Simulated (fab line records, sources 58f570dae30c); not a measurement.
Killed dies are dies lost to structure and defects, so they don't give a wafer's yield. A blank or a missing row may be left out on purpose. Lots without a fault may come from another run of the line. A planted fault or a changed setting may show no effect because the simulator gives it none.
A struck lot beside a sound one | flow berkeley_cmos170 | 15 steps out of a route of 331
Sound: wafers L597.4, L597.5, L597.6. Struck: wafers L590.1, L590.5, L590.6. The cause comes at the end.
At each step with rows: each side's tool, then ch and its chambers, then its first start. Under that, the readings that differ: sound wafers | struck wafers | difference of the means | sigmas: that difference in standard deviations of wafers without a fault.
alike: readings whose means differ by less than 2 such deviations, and words and numbers that are the same on both sides. not compared: withheld readings, readings that some wafer has no value for, bounds like >300 that may hide the same value, and numbers for which the record gives no deviation and whose values overlap.
The two part at a step that has a row with sigmas, a row that says differs or no value, or rows on one side only. Numbers that don't overlap but have no deviation are shown without sigmas and don't part them. A reading that every wafer of one side lacks parts them only if that side has two wafers or more.

first, 1 step without rows for these wafers: UCB170_M2_SOFTBAKE_06 (time 60 s).
UCB170_M2_STRIP_07: strips in O2.
  sound on plasma_asher-01 ch 0,1, day 9 23:47; struck on plasma_asher-02 ch 0,1, day 8 10:22
  alike: drypump_motor_current_A, oes_product_au, strip_time_to_endpoint_s
  not compared: rf_hours_counter_h
then, 7 steps without rows for these wafers: UCB170_M2_STRIP_08 (strips KrF in DMSO, time 600 s); UCB170_M2_COAT_09; UCB170_M2_COAT_10 (resist thk 891.8 nm); UCB170_M2_SOFTBAKE_11 (time 60 s); UCB170_M2_EXPOSE_12 (exposes mask METAL2, target cd 700 nm); UCB170_M2_PEB_13; UCB170_M2_DEVELOP_14 (develop time 45 s).
UCB170_M2_CD_MEAS_15: target cd 700 nm.
  sound on cd_sem-01, day 10 00:55; struck on cd_sem-01, day 8 11:52
  reading    | sound             | struck            | difference | sigmas
  cd_nm (nm) | 700.2 699.9 699.0 | 701.9 702.4 702.8 | +2.7       | +2
UCB170_M2_OVL_MEAS_16:
  sound on overlay-01, day 10 01:00; struck on overlay-01, day 8 11:59
  alike: M2_OVL
UCB170_M2_ETCH_17: etches BARC in N2/H2.
  sound on rie_diel-01 ch 1,2,3, day 10 01:01; struck on rie_diel-01 ch 1,2, day 8 12:01
  alike: drypump_motor_current_A, oes_product_au, rf_fwd_power_W, throttle_valve_pct
UCB170_M2_METAL_ETCH_18: etches Al in Cl2/BCl3, stops on SiO2, target depth 1170 nm, time 195 s.
  sound on rie_metal-01 ch 0,1, day 10 01:08; struck on rie_metal-03 ch 0,1, day 8 12:04
  reading                             | sound             | struck            | difference | sigmas
  rf_fwd_power_W (W)                  | 598.2 596.4 597.8 | 525.9 525.9 523.2 | -72.5      | -43
  model.KrF_of_M2_COAT_10.thk_nm (nm) | 199.8 189.6 201.8 | 273.4 290.4 277.7 | +83.4      |
  model.SiO2_of_V1_CVD_00.thk_nm (nm) | 936.5 936.7 936.9 | 945.3 947 944.5   | +8.9       |
  model.M2.cd_nm (nm)                 | 699.1 703.1 698.1 | 706.2 708.4 710.3 | +8.2       |
  alike: drypump_motor_current_A, oes_product_au, throttle_valve_pct
  not compared: rf_hours_counter_h
UCB170_M2_STRIP_19: strips in O2.
  sound on plasma_asher-03 ch 0,1, day 10 01:17; struck on plasma_asher-02 ch 0,1, day 8 12:15
  reading               | sound             | struck            | difference | sigmas
  oes_product_au (a.u.) | 0.528 0.516 0.535 | 0.604 0.631 0.612 | +0.089     | +3
  alike: drypump_motor_current_A
  not compared: rf_hours_counter_h
UCB170_M2_CD_MEAS_90: target cd 700 nm.
  sound on cd_sem-01, day 10 01:25; struck on cd_sem-02, day 8 12:21
  reading    | sound       | struck      | difference | sigmas
  cd_nm (nm) | 699 703 698 | 706 708 710 | +8         | +2

WHERE THEY PART
First at UCB170_M2_CD_MEAS_15; last, within this record, at UCB170_M2_CD_MEAS_90.

WHY: what the simulator had put in
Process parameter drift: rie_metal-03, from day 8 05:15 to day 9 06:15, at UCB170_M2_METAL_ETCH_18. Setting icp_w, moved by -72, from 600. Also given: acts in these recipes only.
